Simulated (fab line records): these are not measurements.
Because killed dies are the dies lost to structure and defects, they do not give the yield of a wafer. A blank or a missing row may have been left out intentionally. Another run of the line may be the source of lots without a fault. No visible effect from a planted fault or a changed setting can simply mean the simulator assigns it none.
Chamber matching | flow rit-cmos | RIT_GATE_ETCH_19 on rie-si-01 has 4 sister chambers
The step etches poly-Si in SF6/CHF3/O2, stops on SiO2, time 165 s, target depth 312.5 nm. 18 wafers are shown with their chamber, then 9 later ones without.

== WAFERS, EACH WITH ITS CHAMBER ==
wafer  | chamber | throttle-valve-pct (%) | drypump-motor-current-A (A) | oes-product-au (a.u.)
L802.4 | 0       | 10.42                  | 6.0                         | 0.857
L802.5 | 0       | 10.41                  | 5.9                         | 0.849
L802.6 | 3       | 10.56                  | 5.4                         | 0.836
L804.3 | 0       | 10.42                  | 5.9                         | 0.852
L804.5 | 2       | 9.99                   | 5.3                         | 0.858
L804.6 | 1       | 10.00                  | 5.4                         | 0.854
L806.1 | 3       | 10.56                  | 5.4                         | 0.826
L806.4 | 2       | 9.99                   | 5.4                         | 0.852
L806.5 | 1       | 9.99                   | 5.4                         | 0.835
L810.1 | 0       | 10.42                  | 5.9                         | 0.855
L810.5 | 1       | 10.00                  | 5.4                         | 0.853
L810.6 | 0       | 10.44                  | 5.9                         | 0.850
L814.3 | 2       | 9.99                   | 5.3                         | 0.860
L814.5 | 2       | 9.99                   | 5.3                         | 0.854
L814.6 | 1       | 9.99                   | 5.4                         | 0.849
L820.3 | 2       | 9.98                   | 5.4                         | 0.861
L820.4 | 1       | 9.98                   | 5.3                         | 0.850
L820.6 | 2       | 9.99                   | 5.4                         | 0.859

SIGNATURES, as means of the wafers listed above
reading                 | chamber 0 | chamber 1 | chamber 2 | chamber 3 | scatter within a chamber
throttle-valve-pct      | 10.4220   | 9.9920    | 9.9883    | 10.5600   | 0.00776
drypump-motor-current-A | 5.920     | 5.380     | 5.350     | 5.400     | 0.0471
oes-product-au          | 0.85260   | 0.84820   | 0.85733   | 0.83100   | 0.0053
Rule: for each reading, subtract the chamber's mean from the wafer's reading, divide by that reading's scatter and square the result; add these up over the readings and take the root, which gives the wafer's distance from the chamber. The wafer belongs to the nearest chamber; if the next one is less than 2 further off, it can't be placed. The scatter: the root of (the sum of the squares of (reading less its chamber's mean) over the shown wafers, divided by (wafers less chambers)).

== WAFERS WITH NO CHAMBER GIVEN ==
wafer  | throttle-valve-pct (%) | drypump-motor-current-A (A) | oes-product-au (a.u.)
L822.2 | 10.00                  | 5.3                         | 0.860
L822.3 | 10.42                  | 5.9                         | 0.854
L822.4 | 10.55                  | 5.4                         | 0.829
L823.1 | 10.00                  | 5.4                         | 0.856
L823.3 | 9.99                   | 5.4                         | 0.852
L823.6 | 9.99                   | 5.4                         | 0.851
L824.1 | 10.43                  | 5.9                         | 0.857
L824.4 | 9.98                   | 5.4                         | 0.853
L824.5 | 9.98                   | 5.4                         | 0.860

== THE CHAMBER EACH PASSED THROUGH ==
wafer  | from the rows above     | in truth
L822.2 | can't be placed: 2 or 1 | 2
L822.3 | 0                       | 0
L822.4 | 3                       | 3
L823.1 | can't be placed: 1 or 2 | 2
L823.3 | can't be placed: 1 or 2 | 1
L823.6 | can't be placed: 1 or 2 | 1
L824.1 | 0                       | 0
L824.4 | can't be placed: 2 or 1 | 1
L824.5 | can't be placed: 2 or 1 | 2
3 of 9 placed correctly. Cannot be placed on the basis of these rows: 6; the candidates contain the true chamber in 6. Wrongly placed: 0.
